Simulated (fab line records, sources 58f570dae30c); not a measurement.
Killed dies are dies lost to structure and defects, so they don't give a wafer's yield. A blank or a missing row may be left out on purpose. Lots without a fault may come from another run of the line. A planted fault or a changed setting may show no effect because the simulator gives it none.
fab line records | flow berkeley_cmos170 | part 1 of 2: steps 1 to 27 of 38
record lots=5 wafers=15 last_day=14
route steps=331 shown PVT@122 GATE@125 FIELD@126 PLDD@145 NLDD@158
lots that met no fault: from a run of the same line without faults
start_h: hours from the record's first day to the start of the lot's first wafer shown | wait_h: hours since the lot's step before | " the same as in the row above | L1.1+2: a row that stands for several wafers | - no value, or no start given | * or withheld: withheld | < > ~ a bound
route shown NAME@n: a module of which the file shows steps, and the number in the route of the first | usual: mean/standard deviation of fault-free wafers | same: alike in all rows | chamber/n: place in a boat | sites: the reading at each site | _std_site: their standard deviation | _edge_site: outer sites' mean less inner sites' | radius_mm: how far each site lies from the wafer's centre | mask NAME#n: copy n | behind: the tool/chamber that last shaped the wafer | hold: why the lot was held/for how many hours/how that ended | device: the transistor (n, p or np) that didn't switch | end of line: the same wafers' tests at the end of the route | a step without rows: its recipe alone | killed: dies lost to structure and defects at the first sort, not the wafer's yield | map: a wafer's dies, x killed, . not, _ none there
set.NAME: the setting as run; set.NAME@STEP: as run at that earlier step | model.NAME: the simulator's own value behind a step, which no gauge read
lots at some steps of the route; a table a step, a row a wafer
services: from which hour (start_h, from the record's first day; less than 0 if before it) a tool's chamber was out of use, for how many hours, and why
## steps
# step UCB170_PVT_IMPLANT_07
# recipe species=P dose_cm2=2e+12 energy_kev=30 tilt_deg=7
# usual end_station_pressure_torr=5e-06/2.9e-07 tilt_deg=7.000/0.021
# columns lot.wafer tool chamber start_h wait_h end_station_pressure_torr tilt_deg
L077.2 implanter-01 0 146.29 0.0 4.84e-06 7.022
L077.5 " 0 " " 4.82e-06 7.040
L077.6 " 0 " " 5.06e-06 7.023
L087.3 implanter-01 0 198.42 0.1 4.93e-06 6.988
L087.4 " 0 " " 4.62e-06 6.991
L087.6 " 0 " " 4.82e-06 6.970
L091.1 implanter-01 0 220.63 0.0 4.85e-06 6.972
L091.3 " 0 " " 4.62e-06 6.942
L091.6 " 0 " " 4.89e-06 6.981
L094.2 implanter-03 0 248.06 0.0 4.57e-06 6.984
L094.3 " 0 " " 4.57e-06 6.973
L094.6 " 0 " " 5.2e-06 7.003
L097.4 implanter-03 0 266.66 0.1 5.02e-06 6.977
L097.5 " 0 " " 5.3e-06 6.992
L097.6 " 0 " " 5.34e-06 6.999
# step UCB170_PVT_STRIP_08
# recipe chemistry=O2 power_w=400 pressure_mtorr=3500 platen_temp_c=withheld o2_flow_sccm=400 overash_fraction=0.5
# usual drypump_motor_current_A=5.5/0.45 oes_product_au=0.735/0.0045 strip_time_to_endpoint_s=21.60/0.071
# columns lot.wafer tool chamber start_h wait_h drypump_motor_current_A oes_product_au rf_hours_counter_h strip_time_to_endpoint_s
L077.2 plasma_asher-04 0 146.42 0.1 5.0 0.731 3 21.67
L077.5 " 0 " " 5.0 0.729 - 21.63
L077.6 " 1 " " 5.2 0.731 - 21.62
L087.3 plasma_asher-04 1 198.55 0.1 5.2 0.738 - 21.48
L087.4 " 0 " " 5.0 0.734 - 21.49
L087.6 " 1 " " 5.2 0.736 - 21.52
L091.1 plasma_asher-04 1 220.78 0.1 5.2 0.741 11 21.56
L091.3 " 1 " " 5.2 0.732 - 21.61
L091.6 " 1 " " 5.3 0.743 - 21.57
L094.2 plasma_asher-01 0 248.18 0.1 5.3 0.740 54 21.69
L094.3 " 0 " " 5.3 0.737 - 21.63
L094.6 " 0 " " 5.3 0.739 - 21.61
L097.4 plasma_asher-01 0 266.77 0.1 5.3 0.733 - 21.56
L097.5 " 0 " " 5.3 0.744 - 21.52
L097.6 " 1 " " 6.1 0.730 - 21.54
# step UCB170_PVT_TW_MEAS_09
# usual PVT_TW=513/4.9
# columns lot.wafer tool chamber start_h wait_h PVT_TW
L077.2 film_metro-02 - 146.53 0.1 511
L077.5 " - " " 508
L077.6 " - " " 509
L087.3 film_metro-03 - 198.64 0.1 518
L087.4 " - " " 517
L087.6 " - " " 520
L091.1 film_metro-04 - 220.88 0.1 519
L091.3 " - " " 517
L091.6 " - " " 513
L094.2 film_metro-03 - 248.30 0.1 513
L094.3 " - " " 515
L094.6 " - " " 515
L097.4 film_metro-03 - 266.86 0.1 520
L097.5 " - " " 514
L097.6 " - " " 515
# step UCB170_GATE_WET_ETCH_00
# recipe chemistry=dHF dilution=25:1 target=SiO2 temp_c=25 time_s=200
# columns lot.wafer tool chamber start_h wait_h
L077.2+5+6 wet_bench-02 3 146.58 0.0
L087.3+4+6 wet_bench-01 1 198.68 0.0
L091.1+3+6 wet_bench-04 2 223.24 2.4
L094.2+3+6 wet_bench-01 0 248.35 0.0
L097.4+5+6 wet_bench-01 2 266.89 0.0
# step UCB170_FIELD_THK_MEAS_91
# recipe reads=SiO2_of_FIELD_OXIDATION_01
# usual FIELD_OXIDE_LEFT_2_THK=350/9.4
# columns lot.wafer tool chamber start_h wait_h FIELD_OXIDE_LEFT_2_THK[nm]
L077.2 film_metro-03 - 146.65 0.0 347
L077.5 " - " " 345
L077.6 " - " " 348
L087.3 film_metro-02 - 198.76 0.0 361
L087.4 " - " " 349
L087.6 " - " " 346
L091.1 film_metro-03 - 223.33 0.0 342
L091.3 " - " " 338
L091.6 " - " " 329
L094.2 film_metro-02 - 248.42 0.0 335
L094.3 " - " " 346
L094.6 " - " " 339
L097.4 film_metro-02 - 266.99 0.0 350
L097.5 " - " " 346
L097.6 " - " " 354
# step UCB170_GATE_OXIDATION_01
# recipe temp_c=850 ambient=O2 target_thk_a=66 ox_time_s=1800
# usual ox_temp_c_max=854.8/1.8 spike_tc_centre_C=851.3/1.3 tube_center_temp_C=850/0.07 tube_center_temp_C_max=852.2/0.39
# same ox_time_s=1800
# columns lot.wafer tool chamber start_h wait_h ox_temp_c_max spike_tc_centre_C tube_center_temp_C tube_center_temp_C_max
L077.2 furnace-01 0 153.36 6.7 853.6 853.7 849.93 852.1
L077.5 " 0 " " 854.0 851.0 850.12 852.9
L077.6 " 0 " " 853.9 851.1 850.09 852.4
L087.3 furnace-01 0 203.46 4.7 854.0 851.7 850.06 852.3
L087.4 " 0 " " 854.8 850.4 850.02 852.9
L087.6 " 0 " " 854.3 850.5 849.92 852.0
L091.1 furnace-02 0 226.93 3.6 856.4 851.8 850.04 852.5
L091.3 " 0 " " 856.4 851.4 849.93 851.9
L091.6 " 0 " " 858.2 851.1 850.05 852.1
L094.2 furnace-01 0 255.08 6.7 852.4 850.4 850.02 851.9
L094.3 " 0 " " 854.7 851.4 849.79 852.4
L094.6 " 0 " " 854.5 850.9 849.94 852.5
L097.4 furnace-02 0 272.81 5.8 856.4 851.6 850.05 852.1
L097.5 " 0 " " 855.2 852.8 850.06 852.5
L097.6 " 0 " " 856.1 853.0 850.01 851.9
# step UCB170_GATE_THK_MEAS_02
# recipe reads=SiO2_of_GATE_OXIDATION_01
# usual GATE_OXIDE_THK=6.57/0.12
# columns lot.wafer tool chamber start_h wait_h GATE_OXIDE_THK[nm]
L077.2 film_metro-03 - 154.93 0.1 6.62
L077.5 " - " " 6.56
L077.6 " - " " 6.50
L087.3 film_metro-01 - 205.04 0.1 6.41
L087.4 " - " " 6.57
L087.6 " - " " 6.59
L091.1 film_metro-03 - 228.47 0.0 6.74
L091.3 " - " " 6.63
L091.6 " - " " 6.64
L094.2 film_metro-01 - 256.59 0.0 6.49
L094.3 " - " " 6.44
L094.6 " - " " 6.32
L097.4 film_metro-04 - 274.34 0.0 6.48
L097.5 " - " " 6.41
L097.6 " - " " 6.33
# step UCB170_GATE_ANNEAL_03
# recipe temp_c=900 time_s=1800 ambient=N2
# usual spike_tc_centre_C=901.2/1.3 tube_center_temp_C=900.01/0.083 tube_center_temp_C_max=902.3/0.39
# columns lot.wafer tool chamber start_h wait_h spike_tc_centre_C tube_center_temp_C tube_center_temp_C_max
L077.2 furnace-01 0 160.46 5.5 899.9 899.95 901.8
L077.5 " 0 " " 901.9 899.95 903.4
L077.6 " 0 " " 901.2 900.05 902.1
L087.3 furnace-01 0 210.72 5.7 901.0 899.87 902.7
L087.4 " 0 " " 900.8 899.94 902.3
L087.6 " 0 " " 902.0 899.99 902.8
L091.1 furnace-04 0 232.99 4.5 898.7 899.99 902.7
L091.3 " 0 " " 900.6 900.06 902.0
L091.6 " 0 " " 900.2 899.93 902.5
L094.2 furnace-01 0 263.53 6.9 900.8 900.06 901.6
L094.3 " 0 " " 899.7 900.11 902.7
L094.6 " 0 " " 901.4 899.92 902.2
L097.4 furnace-02 0 279.81 5.5 903.8 900.12 902.8
L097.5 " 0 " " 902.5 899.97 902.1
L097.6 " 0 " " 901.5 900.09 902.4
# step UCB170_GATE_CVD_04
# recipe material=poly-Si temp_c=610 precursor=SiH4 time_s=1440 pressure_mtorr=375 target_thk_nm=214 sih4_flow_sccm=120
# usual spike_tc_centre_C=612.4/1.4
# columns lot.wafer tool chamber start_h wait_h spike_tc_centre_C
L077.2 lpcvd-02 1 163.09 1.1 613.1
L077.5 " 1 " " 614.5
L077.6 " 1 " " 611.4
L087.3 lpcvd-02 1 212.64 0.4 612.0
L087.4 " 1 " " 611.9
L087.6 " 1 " " 614.1
L091.1 lpcvd-01 0 236.27 1.8 613.9
L091.3 " 0 " " 613.3
L091.6 " 0 " " 613.2
L094.2 lpcvd-02 1 265.03 0.0 612.3
L094.3 " 1 " " 614.1
L094.6 " 1 " " 610.6
L097.4 lpcvd-02 1 281.34 0.0 612.3
L097.5 " 1 " " 613.8
L097.6 " 1 " " 614.1
# step UCB170_GATE_THK_MEAS_05
# recipe reads=poly-Si_of_GATE_CVD_04
# usual GATE_POLY_THK=213.7/2
# columns lot.wafer tool chamber start_h wait_h GATE_POLY_THK[nm]
L077.2 film_metro-03 - 164.50 0.0 214.6
L077.5 " - " " 218.0
L077.6 " - " " 216.3
L087.3 film_metro-03 - 214.06 0.0 213.1
L087.4 " - " " 212.8
L087.6 " - " " 211.6
L091.1 film_metro-01 - 237.67 0.0 212.3
L091.3 " - " " 210.4
L091.6 " - " " 213.8
L094.2 film_metro-01 - 268.19 0.0 210.7
L094.3 " - " " 211.7
L094.6 " - " " 211.9
L097.4 film_metro-03 - 282.77 0.0 213.6
L097.5 " - " " 212.7
L097.6 " - " " 213.3
# step UCB170_GATE_COAT_06
# recipe resist=BARC temp_c=withheld time_s=withheld spin_rpm=3000 resist_thk_nm=withheld
# columns lot.wafer tool chamber start_h wait_h
L077.2+5+6 litho_track-03 0 164.57 0.1
L087.3+4+6 litho_track-03 0 214.15 0.1
L091.1+3+6 litho_track-02 0 238.06 0.4
L094.2+3+6 litho_track-02 0 268.31 0.1
L097.4+5+6 litho_track-02 0 283.01 0.2
# step UCB170_GATE_COAT_07
# recipe resist=KrF spin_rpm=1500 resist_thk_nm=900
# columns lot.wafer tool chamber start_h wait_h
L077.2+5+6 litho_track-03 0 - -
L087.3+4+6 litho_track-03 0 - -
L091.1+3+6 litho_track-02 0 - -
L094.2+3+6 litho_track-02 0 - -
L097.4+5+6 litho_track-02 0 - -
# step UCB170_GATE_SOFTBAKE_08
# recipe resist=KrF temp_c=130 time_s=60
# columns lot.wafer tool chamber start_h wait_h
L077.2+5+6 litho_track-03 0 - -
L087.3+4+6 litho_track-03 0 - -
L091.1+3+6 litho_track-02 0 - -
L094.2+3+6 litho_track-02 0 - -
L097.4+5+6 litho_track-02 0 - -
# step UCB170_GATE_EXPOSE_09
# recipe mask_id=POLY target_cd_nm=350 na=0.5 sigma_outer=0.6 source_shape=conventional dose_mj=21
# usual reticle_temp_C=23.00/0.09
# same na=0.5
# columns lot.wafer tool chamber start_h wait_h mask reticle_temp_C
L077.2 krf_scanner-01 0 165.26 - POLY#0 22.98
L077.5 " 0 " " POLY#0 23.05
L077.6 " 0 " " POLY#0 22.99
L087.3 krf_scanner-01 0 214.83 - POLY#0 23.03
L087.4 " 0 " " POLY#0 23.11
L087.6 " 0 " " POLY#0 23.05
L091.1 krf_scanner-02 0 238.51 - POLY#0 23.24
L091.3 " 0 " " POLY#0 23.24
L091.6 " 0 " " POLY#0 23.00
L094.2 krf_scanner-02 0 268.88 - POLY#0 23.13
L094.3 " 0 " " POLY#0 23.02
L094.6 " 0 " " POLY#0 23.19
L097.4 krf_scanner-02 0 283.63 - POLY#0 22.98
L097.5 " 0 " " POLY#0 23.00
L097.6 " 0 " " POLY#0 23.01
# step UCB170_GATE_PEB_10
# recipe peb_temp_c=130 peb_time_s=withheld resist=KrF
# columns lot.wafer tool chamber start_h wait_h
L077.2+5+6 litho_track-03 0 165.47 0.2
L087.3+4+6 litho_track-01 0 214.96 0.1
L091.1+3+6 litho_track-01 0 238.90 0.4
L094.2+3+6 litho_track-01 0 269.03 0.1
L097.4+5+6 litho_track-03 0 283.76 0.1
# step UCB170_GATE_DEVELOP_11
# recipe developer=TMAH develop_time_s=45 resist=KrF dev_temp_c=21
# columns lot.wafer tool chamber start_h wait_h
L077.2+5+6 litho_track-03 0 - -
L087.3+4+6 litho_track-01 0 - -
L091.1+3+6 litho_track-01 0 - -
L094.2+3+6 litho_track-01 0 - -
L097.4+5+6 litho_track-03 0 - -
# step UCB170_GATE_CD_MEAS_12
# recipe target_cd_nm=350
# usual cd_nm=350.5/1.3
# columns lot.wafer tool chamber start_h wait_h cd_nm
L077.2 cd_sem-02 - 165.84 - 351.2
L077.5 " - " " 351.8
L077.6 " - " " 351.6
L087.3 cd_sem-01 - 215.22 - 349.8
L087.4 " - " " 350.3
L087.6 " - " " 350.0
L091.1 cd_sem-01 - 239.49 - 348.9
L091.3 " - " " 349.8
L091.6 " - " " 351.2
L094.2 cd_sem-02 - 269.30 - 351.8
L094.3 " - " " 349.3
L094.6 " - " " 349.7
L097.4 cd_sem-01 - 284.02 - 353.2
L097.5 " - " " 352.1
L097.6 " - " " 351.7
# step UCB170_GATE_OVL_MEAS_13
# usual GATE_OVL=7/5.3
# columns lot.wafer tool chamber start_h wait_h GATE_OVL[nm]
L077.2 overlay-02 - 165.94 0.1 2
L077.5 " - " " 6
L077.6 " - " " 3
L087.3 overlay-01 - 215.31 0.1 1
L087.4 " - " " 12
L087.6 " - " " 9
L091.1 overlay-01 - 239.61 0.1 17
L091.3 " - " " 12
L091.6 " - " " 13
L094.2 overlay-01 - 269.41 0.1 4
L094.3 " - " " 5
L094.6 " - " " 7
L097.4 overlay-02 - 284.10 0.1 8
L097.5 " - " " 5
L097.6 " - " " 6
# step UCB170_GATE_ETCH_14
# recipe chemistry=N2/H2 target_depth_a=withheld overetch_a=withheld target=BARC time_s=withheld source_w=500 bias_w=100 pressure_mtorr=30 n2_flow_sccm=100 h2_flow_sccm=200
# usual drypump_motor_current_A=5.9/0.52 oes_product_au=1.007/0.023 throttle_valve_pct=13.34/0.18
# columns lot.wafer tool chamber start_h wait_h drypump_motor_current_A oes_product_au throttle_valve_pct
L077.2 rie_diel-02 2 165.97 0.0 6.7 1.009 13.63
L077.5 " 1 " " 5.4 1.009 13.41
L077.6 " 0 " " 5.1 0.980 13.15
L087.3 rie_diel-04 3 215.34 0.0 6.4 0.988 13.40
L087.4 " 0 " " 5.3 1.020 13.15
L087.6 " 1 " " 5.2 0.980 13.50
L091.1 rie_diel-03 0 239.64 0.0 6.0 1.026 13.14
L091.3 " 1 " " 6.5 0.974 13.21
L091.6 " 0 " " 6.0 1.024 13.16
L094.2 rie_diel-04 1 269.44 0.0 5.2 0.983 13.50
L094.3 " 2 " " 5.8 1.005 13.36
L094.6 " 3 " " 6.5 1.003 13.40
L097.4 rie_diel-02 1 284.14 0.0 5.3 1.017 13.42
L097.5 " 2 " " 6.7 1.005 13.63
L097.6 " 3 " " 5.6 1.033 13.55
# step UCB170_GATE_ETCH_15
# recipe chemistry=HBr/Cl2 target=poly-Si stop_on=SiO2 over_etch_frac=0.3 icp_w=300 bias_w=150 time_s=56.3 pressure_mtorr=15 HBr_flow_sccm=150 Cl2_flow_sccm=50 target_depth_a=2782
# usual drypump_motor_current_A=5.9/0.54 he_backside_leak_sccm=2.62/0.26 oes_product_au=0.836/0.012 throttle_valve_pct=26.34/0.24
# columns lot.wafer tool chamber start_h wait_h drypump_motor_current_A he_backside_leak_sccm oes_product_au rf_hours_counter_h throttle_valve_pct
L077.2 rie_si-01 1 166.02 - 4.7 2.55 0.852 8 26.17
L077.5 " 3 " " 6.3 2.27 0.841 - 25.98
L077.6 " 0 " " 6.4 2.50 0.833 - 26.38
L087.3 rie_si-01 1 215.38 - 4.7 2.42 0.843 8 26.16
L087.4 " 0 " " 6.4 2.48 0.829 0 26.37
L087.6 " 0 " " 6.4 2.54 0.826 - 26.38
L091.1 rie_si-02 2 239.69 - 6.0 2.91 0.848 2 26.40
L091.3 " 1 " " 5.3 2.93 0.828 95 26.32
L091.6 " 1 " " 5.3 2.82 0.830 - 26.31
L094.2 rie_si-01 3 269.48 - 6.3 2.31 0.816 51 25.98
L094.3 " 2 " " 6.1 3.01 0.813 43 26.58
L094.6 " 2 " " 6.1 2.89 0.817 - 26.57
L097.4 rie_si-01 1 284.16 - 4.7 2.58 0.846 8 26.16
L097.5 " 0 " " 6.4 2.42 0.824 - 26.37
L097.6 " 1 " " 4.7 2.58 0.848 - 26.17
# step UCB170_GATE_STRIP_16
# recipe chemistry=O2 power_w=400 pressure_mtorr=3500 platen_temp_c=withheld o2_flow_sccm=400 overash_fraction=0.5
# usual drypump_motor_current_A=5.7/0.36 oes_product_au=0.725/0.0044
# columns lot.wafer tool chamber start_h wait_h drypump_motor_current_A oes_product_au rf_hours_counter_h
L077.2 plasma_asher-03 1 166.06 0.0 5.6 0.724 36
L077.5 " 0 " " 5.8 0.723 -
L077.6 " 1 " " 5.6 0.726 -
L087.3 plasma_asher-02 0 215.46 0.1 6.1 0.729 -
L087.4 " 1 " " 5.2 0.725 -
L087.6 " 0 " " 6.1 0.721 -
L091.1 plasma_asher-03 1 239.73 0.0 5.6 0.725 44
L091.3 " 1 " " 5.6 0.719 -
L091.6 " 1 " " 5.6 0.732 -
L094.2 plasma_asher-01 1 269.53 0.0 6.2 0.729 56
L094.3 " 1 " " 6.2 0.720 -
L094.6 " 1 " " 6.2 0.721 -
L097.4 plasma_asher-01 1 284.24 0.1 6.2 0.722 -
L097.5 " 0 " " 5.3 0.725 -
L097.6 " 1 " " 6.2 0.716 -
# step UCB170_GATE_CD_MEAS_90
# recipe target_cd_nm=350
# usual cd_nm=350.2/1.5
# columns lot.wafer tool chamber start_h wait_h cd_nm
L077.2 cd_sem-01 - 166.26 0.2 351.9
L077.5 " - " " 352.1
L077.6 " - " " 351.7
L087.3 cd_sem-02 - 215.57 0.1 350.4
L087.4 " - " " 350.3
L087.6 " - " " 349.2
L091.1 cd_sem-01 - 240.45 0.7 349.0
L091.3 " - " " 349.3
L091.6 " - " " 351.1
L094.2 cd_sem-01 - 269.65 0.1 350.8
L094.3 " - " " 348.7
L094.6 " - " " 350.4
L097.4 cd_sem-02 - 284.37 0.1 353.0
L097.5 " - " " 351.7
L097.6 " - " " 351.7
# step UCB170_GATE_CLEAN_17
# recipe chemistry=SPM temp_c=120 time_s=600
# columns lot.wafer tool chamber start_h wait_h
L077.2+5+6 wet_bench-04 1 166.36 0.1
L087.3+4+6 wet_bench-01 2 215.65 0.1
L091.1+3+6 wet_bench-01 1 240.57 0.1
L094.2+3+6 wet_bench-01 2 269.75 0.1
L097.4+5+6 wet_bench-01 3 284.76 0.4
# step UCB170_PLDD_HMDS_00
# recipe prime_time_s=60 prime_temp_c=100
# usual prime_temp_c=100.04/0.12
# columns lot.wafer tool chamber start_h wait_h prime_temp_c
L077.2 litho_track-04 0 166.84 0.3 99.98
L077.5 " 0 " " 99.98
L077.6 " 0 " " 99.86
L087.3 litho_track-01 0 215.87 0.1 100.14
L087.4 " 0 " " 99.90
L087.6 " 0 " " 100.10
L091.1 litho_track-03 0 240.95 0.2 100.07
L091.3 " 0 " " 100.02
L091.6 " 0 " " 100.22
L094.2 litho_track-01 0 269.95 0.0 99.98
L094.3 " 0 " " 100.02
L094.6 " 0 " " 99.97
L097.4 litho_track-03 0 285.21 0.3 100.08
L097.5 " 0 " " 100.09
L097.6 " 0 " " 99.95
# step UCB170_PLDD_COAT_01
# recipe resist=KrF spin_rpm=1500 resist_thk_nm=900
# columns lot.wafer tool chamber start_h wait_h
L077.2+5+6 litho_track-04 0 166.99 0.1
L087.3+4+6 litho_track-01 0 216.02 0.1
L091.1+3+6 litho_track-03 0 241.10 0.1
L094.2+3+6 litho_track-01 0 270.10 0.1
L097.4+5+6 litho_track-03 0 285.36 0.1
# step UCB170_PLDD_SOFTBAKE_02
# recipe resist=KrF temp_c=130 time_s=60
# columns lot.wafer tool chamber start_h wait_h
L077.2+5+6 litho_track-04 0 167.14 0.1
L087.3+4+6 litho_track-01 0 216.17 0.1
L091.1+3+6 litho_track-03 0 241.25 0.1
L094.2+3+6 litho_track-01 0 270.25 0.1
L097.4+5+6 litho_track-03 0 285.51 0.1
# step UCB170_PLDD_EXPOSE_03
# recipe mask_id=PSELECT na=0.5 sigma_outer=0.6 source_shape=conventional target_cd_nm=1200 dose_mj=30
# usual reticle_temp_C=23.01/0.11
# same na=0.5
# columns lot.wafer tool chamber start_h wait_h mask reticle_temp_C
L077.2 krf_scanner-01 0 167.29 0.1 PSELECT#0 22.95
L077.5 " 0 " " PSELECT#0 23.11
L077.6 " 0 " " PSELECT#0 23.11
L087.3 krf_scanner-01 0 216.31 0.1 PSELECT#0 23.11
L087.4 " 0 " " PSELECT#0 23.21
L087.6 " 0 " " PSELECT#0 23.13
L091.1 krf_scanner-02 0 241.53 0.2 PSELECT#0 23.06
L091.3 " 0 " " PSELECT#0 22.99
L091.6 " 0 " " PSELECT#0 23.14
L094.2 krf_scanner-02 0 270.50 0.2 PSELECT#0 22.97
L094.3 " 0 " " PSELECT#0 23.04
L094.6 " 0 " " PSELECT#0 23.10
L097.4 krf_scanner-02 0 285.87 0.3 PSELECT#0 23.02
L097.5 " 0 " " PSELECT#0 22.97
L097.6 " 0 " " PSELECT#0 22.90
